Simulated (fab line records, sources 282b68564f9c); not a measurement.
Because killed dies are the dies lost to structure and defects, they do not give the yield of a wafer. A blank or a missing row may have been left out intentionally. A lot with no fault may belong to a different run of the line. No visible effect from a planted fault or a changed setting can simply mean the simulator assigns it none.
Which tool was responsible? | flow rit-cmos | route of 202 steps, sampled at 1 step: 14 lots, 42 wafers

WHAT THE GAUGES READ, wafer by wafer
Not one reading of a measure or inspect step in the record can be checked against a usual standard deviation.

EACH LOT AND THE TOOL THAT RAN IT (in order: tool; ch and the chambers of the sampled wafers; start)
lot  | RIT_SPACER_ETCHBACK_05
L724 | rie-diel-04 ch 0,1,3, day 3 00:52
L725 | rie-diel-01 ch 2,3, day 3 07:25
L728 | rie-diel-02 ch 0,2,3, day 4 02:46
L729 | rie-diel-04 ch 0,3, day 4 03:31
L737 | rie-diel-04 ch 1,2, day 5 15:14
L738 | rie-diel-04 ch 1,2,3, day 5 21:21
L739 | rie-diel-02 ch 0,1,2, day 6 04:01
L741 | rie-diel-01 ch 0,3, day 6 11:41
L742 | rie-diel-04 ch 1,2,3, day 6 15:41
L743 | rie-diel-02 ch 0,1, day 6 23:33
L744 | rie-diel-04 ch 1,2, day 7 03:19
L745 | rie-diel-01 ch 1,2,3, day 7 08:43
L746 | rie-diel-01 ch 1,3, day 7 14:08
L747 | rie-diel-04 ch 0,1,3, day 7 18:04
- RIT_SPACER_ETCHBACK_05: etches Si3N4 in SF6/CHF3, stops on SiO2, target depth 250 nm, time 240 s.

WHAT THE TOOLS THEMSELVES READ (means of the sampled wafers that have a number; where no wafer has one, the mark that the record gives instead)
RIT_SPACER_ETCHBACK_05. Usual: CHF3_flow_sccm 30.00 sccm, standard deviation 0.082; SF6_flow_sccm 29.99 sccm, standard deviation 0.1; drypump-motor-current-A 5.7 A, standard deviation 0.48; oes-product-au 0.846 a.u., standard deviation 0.014; throttle-valve-pct 10.33 %, standard deviation 0.13.
lot  | tool        | CHF3_flow_sccm (sccm) | SF6_flow_sccm (sccm) | drypump-motor-current-A (A) | oes-product-au (a.u.) | throttle-valve-pct (%) | flag
L724 | rie-diel-04 | 30.05                 | 30.01                | 6.2                         | 0.850                 | 10.28                  |
L725 | rie-diel-01 | 29.96                 | 29.91                | 5.5                         | 0.822                 | 10.38                  |
L728 | rie-diel-02 | -                     | -                    | -                           | -                     | -                      | OFF
L729 | rie-diel-04 | -                     | -                    | -                           | -                     | -                      | OFF
L737 | rie-diel-04 | 30.09                 | 29.94                | 5.9                         | 0.841                 | 10.37                  |
L738 | rie-diel-04 | 30.02                 | 29.96                | 6.1                         | 0.842                 | 10.39                  |
L739 | rie-diel-02 | 30.06                 | 29.96                | 5.1                         | 0.846                 | 10.26                  |
L741 | rie-diel-01 | 30.06                 | 30.05                | 5.5                         | 0.838                 | 10.26                  |
L742 | rie-diel-04 | 30.04                 | 29.99                | 6.1                         | 0.846                 | 10.39                  |
L743 | rie-diel-02 | 29.98                 | 29.98                | 4.9                         | 0.864                 | 10.21                  |
L744 | rie-diel-04 | 30.03                 | 29.98                | 5.9                         | 0.849                 | 10.37                  |
L745 | rie-diel-01 | 30.07                 | 29.91                | 5.6                         | 0.841                 | 10.40                  |
L746 | rie-diel-01 | 29.95                 | 29.99                | 5.7                         | 0.839                 | 10.38                  |
L747 | rie-diel-04 | 30.02                 | 30.07                | 6.2                         | 0.858                 | 10.28                  |

THE ANSWER, worked out from the rows above alone
Rule: lot off if the mean of its wafers having a number is beyond 3 standard deviations from the usual mean. A lot without any number at a reading at which 4 lots or more have one is off too. Where the step has rows for the other lots, those lots are counted as sound. The gauges are gone through in route order, then the tools' own readings, and for those a lot's mean is taken as printed above. The first step at which some lot is off is used, and at that step the reading that is off furthest; a lot without a number counts as furthest.
Off: L728, L729, at RIT_SPACER_ETCHBACK_05 (CHF3_flow_sccm). Without a number there: L728, L729.
A tool fits if, at that step or a process step before it, it ran every lot that is off, and no sound lot after the first of them. No candidate that was tried fits.

WHAT HAD BEEN PUT IN BY THE SIMULATOR
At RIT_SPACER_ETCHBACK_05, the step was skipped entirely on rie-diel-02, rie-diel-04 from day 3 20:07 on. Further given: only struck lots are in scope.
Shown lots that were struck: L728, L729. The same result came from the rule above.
